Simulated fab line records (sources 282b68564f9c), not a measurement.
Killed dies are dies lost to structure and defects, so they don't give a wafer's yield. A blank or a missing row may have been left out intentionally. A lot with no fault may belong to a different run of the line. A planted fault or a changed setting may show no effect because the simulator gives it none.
fab line records    flow ritCmos
record lots=15  wafers=45  lastDay=7
route steps=202 shown PRETRO@73
lots that met no fault: taken from a fault-free run of the same line
startH: hours from the record's first day to the start of the lot's first wafer shown    waitH: hours from the lot's prior step to this one    " repeats the value in the row above    L1.1+2: one row covering several wafers at once    - value missing, or start not given    * or withheld: withheld    < > ~ a bound
route shown NAME@n: names a module that has steps shown in the file, with the first one's number in the route    usual: mean/standard deviation taken from wafers without a fault    same: alike in all rows    chamber/n: place in a boat    sites: each site's reading    _std_site: standard deviation across them    _edge_site: inner sites' mean taken away from outer sites' mean    radiusMm: for every site, how far away it sits from the centre of the wafer    mask NAME#n: copy n    behind: the most recent tool/chamber to have shaped the wafer    hold: why the lot went on hold/how many hours it stayed there/how the hold came to an end    device: the n, p or np transistor that did not switch    end of line: tests run on the same wafers once the route is complete    a step with no rows: only its recipe    killed: not the wafer's yield, but the dies lost to structure and defects at the first sort    map: shows each die of a wafer: x if killed, . if not, _ if none is there
set.NAME: setting as actually run; set.NAME@STEP: the setting as run at that earlier step    model.NAME: the simulator's own value behind a step, which no gauge read
a sample of lots followed through the steps of the route, with each step as a table and each wafer as a row
services: a tool's chamber out of use, with start hour (startH, from the record's first day; less than 0 if before it), hours out, and reason
## steps
# step RIT_PRETRO_STRIP_09
# recipe chemistry=O2  timeS=180  resist=NOVOLAK  platenTempC=withheld  powerW=500  pressureMtorr=4000  o2FlowSccm=4000
# usual chamberPressureMTorr=4000/3.6  drypumpMotorCurrentA=5.5/0.46  timeS=180/0
lot.wafer  tool            chamber  startH  waitH  chamberPressureMTorr  drypumpMotorCurrentA  rfHoursCounterH  timeS
L211.2     plasmaAsher-03  1        32.83   0.1    4000                  5.7                   24               180
L211.4     "               0        "       "      3998                  6.0                   -                180
L211.6     "               0        "       "      4001                  6.0                   -                180
L213.1     plasmaAsher-01  1        40.99   0.1    3995                  6.0                   39               180
L213.3     "               1        "       "      4001                  6.0                   -                180
L213.6     "               1        "       "      4003                  6.1                   -                180
L216.2     plasmaAsher-01  0        57.76   0.1    3996                  5.1                   41               180
L216.3     "               1        "       "      4001                  6.0                   -                180
L216.5     "               0        "       "      3999                  5.1                   -                180
L217.2     plasmaAsher-01  0        62.34   0.1    4008                  5.1                   42               180
L217.5     "               1        "       "      4000                  6.0                   -                180
L217.6     "               0        "       "      3997                  5.1                   -                180
L218.3     plasmaAsher-01  0        65.89   0.1    -                     -                     -                -
L218.4     "               1        "       "      -                     -                     -                -
L218.6     "               0        "       "      -                     -                     -                -
L219.1     plasmaAsher-03  1        71.08   0.1    -                     -                     -                -
L219.2     "               0        "       "      -                     -                     -                -
L219.6     "               1        "       "      -                     -                     -                -
L220.3     plasmaAsher-04  0        76.02   0.1    -                     -                     -                -
L220.4     "               1        "       "      -                     -                     -                -
L220.6     "               1        "       "      -                     -                     -                -
L221.3     plasmaAsher-01  0        81.89   0.1    3995                  5.1                   -                180
L221.4     "               1        "       "      3998                  6.1                   -                180
L221.5     "               1        "       "      3993                  6.1                   -                180
L222.1     plasmaAsher-04  1        86.78   0.1    3999                  5.2                   45               180
L222.3     "               0        "       "      3994                  4.8                   -                180
L222.5     "               0        "       "      3998                  4.8                   -                180
L228.2     plasmaAsher-03  1        117.21  0.1    3999                  5.7                   31               180
L228.3     "               1        "       "      3995                  5.7                   -                180
L228.6     "               1        "       "      4003                  5.7                   -                180
L229.3     plasmaAsher-04  0        122.07  0.1    3998                  4.8                   -                180
L229.4     "               1        "       "      4006                  5.2                   -                180
L229.5     "               0        "       "      3996                  4.8                   -                180
L230.1     plasmaAsher-04  1        126.40  0.1    3998                  5.2                   1                180
L230.5     "               0        "       "      3998                  4.8                   -                180
L230.6     "               1        "       "      4002                  5.2                   -                180
L232.2     plasmaAsher-04  0        136.04  0.1    4003                  4.8                   2                180
L232.4     "               1        "       "      4000                  5.2                   -                180
L232.5     "               1        "       "      3997                  5.2                   -                180
L233.1     plasmaAsher-01  0        142.26  0.1    4005                  5.1                   51               180
L233.2     "               1        "       "      3998                  6.1                   51               180
L233.4     "               0        "       "      4000                  5.1                   -                180
L234.1     plasmaAsher-04  1        146.21  0.1    3999                  5.2                   3                180
L234.2     "               0        "       "      4006                  4.8                   3                180
L234.3     "               1        "       "      4000                  5.2                   -                180
## services
tool            chamber  startH  hours  kind
plasmaAsher-01  -        22.10   1.8    repair
plasmaAsher-03  -        74.96   24.9   pm
plasmaAsher-01  -        85.33   2.8    pm
plasmaAsher-04  -        108.75  9.0    pm
plasmaAsher-04  0        108.75  9.0    ventCycle
plasmaAsher-04  1        108.75  9.0    ventCycle
plasmaAsher-04  0        117.75  -      clean
plasmaAsher-04  1        117.75  -      clean
plasmaAsher-03  -        142.42  14.6   pm
## key
firstSign step=RIT_PRETRO_STRIP_09  reading=toolRecord  direction=missing
effect none on later readings
metAt RIT_PRETRO_STRIP_09
struckLots L218,L219,L220
laterRowsLeftOut L218.3,L218.4,L218.6,L219.1,L219.2,L219.6,L220.3,L220.4,L220.6
sortLeftOut L218.3,L218.4,L218.6,L219.1,L219.2,L219.6,L220.3,L220.4,L220.6
testerLeftOut L218,L219,L220
onsetBetween 62.34 65.89
fault kind=skippedStepWhole  tool=plasmaAsher-01,plasmaAsher-03,plasmaAsher-04  chamber=-  onsetH=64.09  steps=RIT_PRETRO_STRIP_09  scope=struckLotsOnly
# testerLeftOut: of these lots the tester's yield and bins aren't shown, on N5 and GAA mostly nor the transistor test; their killed dies are dies lost to structure and defects alone, not to doping, threshold or leakage, so they don't give the yield
# sortLeftOut: the simulated sort isn't trusted on such a fault, so these wafers' sort isn't shown, and their yield isn't known
# laterRowsLeftOut: the simulator's readings of these wafers behind a module that went badly wrong aren't trusted and aren't shown, but for the sort
